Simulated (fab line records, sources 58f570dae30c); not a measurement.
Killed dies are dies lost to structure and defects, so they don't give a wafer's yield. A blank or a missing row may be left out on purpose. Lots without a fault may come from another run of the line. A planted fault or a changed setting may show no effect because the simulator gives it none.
Problem report in the 8D (eight disciplines) form, filled by code | flow berkeley_cmos170 | the parts of the form that need people (team, actions taken, sign-off) are left out

1. THE PROBLEM
run_length_s at UCB170_NLDD_SOFTBAKE_02 reads a mean of 90.78 s on 6 wafers of 2 lots; wafers without a fault read 89.04 s with a standard deviation of 0.17. That is +10 standard deviations from the usual mean.
The step: time 60 s.
First seen on wafer L911.3, day 10 06:46, on litho_track-02. The record holds 42 wafers of 14 lots with a number at this step. Rule for "out", or "out of limits": more than 4 standard deviations from the usual mean. The other wafers with a number count as sound.

2. WHAT IT IS AND WHAT IT IS NOT
question                    | is                     | is not
which readings at this step | run_length_s           | plate_temp_C
which lots                  | L911, L915             | L892, L893, L894, L896, L898, L899, L901, L903, L904, L905, L906, L910
which wafers of those lots  | all that have a number | -
read on which tools         | litho_track-02         | litho_track-01, litho_track-03
when                        | from day 10 06:46      | up to then (36 sound wafers)

3. SUSPECTS, AND WHAT RULES EACH OUT
Counting: a tool at a process step up to the reading stays a suspect if it ran every lot that is out and no sound lot after the first of them.
- litho_track-02 at UCB170_NLDD_SOFTBAKE_02 (time 60 s): kept. It ran every lot that is out, first L911 (day 10 06:46), and no sound lot after that; its last sound lot up to then is L910 (day 9 15:38). Its own readings are out on those wafers: run_length_s.
Left after counting: litho_track-02 at UCB170_NLDD_SOFTBAKE_02.

4. THE CAUSE (what the simulator had put in)
Process parameter drift: litho_track-02, from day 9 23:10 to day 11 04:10, at UCB170_NLDD_SOFTBAKE_02. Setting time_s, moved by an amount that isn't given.
Counting left only this tool.

5. THE CHAIN OF EFFECTS, in route order
Each row: a reading whose mean over the struck wafers that have a number lies more than 3 standard deviations from the usual. Only readings for which the record gives a usual standard deviation are gone through. hours: the time from each lot's start at the first step in this table that gives one to its start at this step, as a median over the lots. sigmas: the change in usual standard deviations.
hours | step                    | reading      | usual   | on struck wafers | change | sigmas
0     | UCB170_NLDD_SOFTBAKE_02 | run_length_s | 89.04 s | 90.78            | +1.74  | +10
The process steps in it:
- UCB170_NLDD_SOFTBAKE_02: time 60 s.

6. WHAT WOULD HAVE CAUGHT IT SOONER
In this record the first reading out of limits was taken at day 10 06:46, 8 hours after the fault began at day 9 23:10.
